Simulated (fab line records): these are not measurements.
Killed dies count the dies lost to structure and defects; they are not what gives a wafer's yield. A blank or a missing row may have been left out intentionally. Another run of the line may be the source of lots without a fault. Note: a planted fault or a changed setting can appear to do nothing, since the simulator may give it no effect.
Struck lot and sound lot, side by side :: flow berkeley cmos170 :: 14 steps out of a route of 331
Sound: wafers L204.2, L204.3, L204.4. Struck: wafer L205.5. (L205.1, L205.4 of the same lot were not struck and are left out.) The cause comes at the end.
Each step with rows lists, per side, the tool, then ch with its chambers, then its first start. Under that, the readings that differ: sound wafers :: struck wafers :: difference of the means :: sigmas: that difference in standard deviations of wafers without a fault.
alike: readings with means less than 2 such deviations apart, plus words and numbers identical on both sides. not compared: withheld readings, readings lacking a value on some wafer, bounds such as >300 that could conceal the same value, and numbers that have no deviation in the record and whose values overlap.
The two part at a step that has a row with sigmas, a row that says differs or no value, or rows on one side only. Numbers that don't overlap but have no deviation are shown without sigmas and don't part them. A reading missing from all wafers of one side parts the sides only when that side holds two or more wafers.

first, 2 steps without rows for these wafers: UCB170_GATE_ANNEAL_03 (time 1800 s); UCB170_GATE_CVD_04 (deposits poly-Si from SiH4, time 1440 s, target thk 214 nm).
UCB170_GATE_THK_MEAS_05:
  struck on film metro-03, day 9 05:51; sound on film metro-04, day 9 05:48
  alike: GATE_POLY_THK
then, 6 steps without rows for these wafers: UCB170_GATE_COAT_06; UCB170_GATE_COAT_07 (resist thk 900 nm); UCB170_GATE_SOFTBAKE_08 (time 60 s); UCB170_GATE_EXPOSE_09 (exposes mask POLY, target cd 350 nm); UCB170_GATE_PEB_10; UCB170_GATE_DEVELOP_11 (develop time 45 s).
UCB170_GATE_CD_MEAS_12: the cd target is 350 nm.
  struck on cd sem-02, day 9 09:05; sound on cd sem-02, day 9 07:37
  alike: cd nm
UCB170_GATE_OVL_MEAS_13:
  struck on overlay-01, day 9 09:12; sound on overlay-02, day 9 07:44
reading: GATE_OVL (nm)
sound: -1 3 0
struck: 11
difference: +10
sigmas: +2
UCB170_GATE_ETCH_14: etches BARC in N2/H2.
  sound on rie diel-04 ch 0,1,2, day 9 07:46; struck on rie diel-03 ch 3, day 9 09:14
reading: oes product au (a.u.)
sound: 0.978 0.969 1.003
struck: 1.034
difference: +0.051
sigmas: +3

reading: throttle valve pct (%)
sound: 13.31 13.27 13.42
struck: 13.60
difference: +0.27
sigmas: +2
  alike: drypump motor current A
UCB170_GATE_ETCH_15: etches poly-Si in HBr/Cl2, stops on SiO2, time 56.3 s, target depth 278.2 nm.
  sound on rie si-01 ch 0,1,3, day 9 07:48; struck on rie si-02 ch 1, day 9 09:17
reading: drypump motor current A (A)
sound: 6.1 6.0 5.6
struck: 6.6
difference: +0.7
sigmas: +2

reading: oes product au (a.u.)
sound: 0.843 0.828 0.802
struck: 0.864
difference: +0.040
sigmas: +3

reading: model.KrF_of_GATE_COAT_07.thk nm (nm)
sound: 768.3 776.4 770.1
struck: 787.1
difference: +15.5
sigmas: 
  alike: he backside leak sccm, throttle valve pct
  not compared: rf hours counter h
UCB170_GATE_STRIP_16: strips in O2.
  sound on plasma asher-03 ch 0,1, day 9 07:51; struck on plasma asher-01 ch 1, day 9 09:19
reading: oes product au (a.u.)
sound: 0.726 0.720 0.727
struck: 0.736
difference: +0.012
sigmas: +2
  alike: drypump motor current A, o2 flow sccm
  not compared: rf hours counter h

== WHERE THEY PART ==
First at UCB170_GATE_OVL_MEAS_13; last, within this record, at UCB170_GATE_STRIP_16.

WHY: what the simulator had put in
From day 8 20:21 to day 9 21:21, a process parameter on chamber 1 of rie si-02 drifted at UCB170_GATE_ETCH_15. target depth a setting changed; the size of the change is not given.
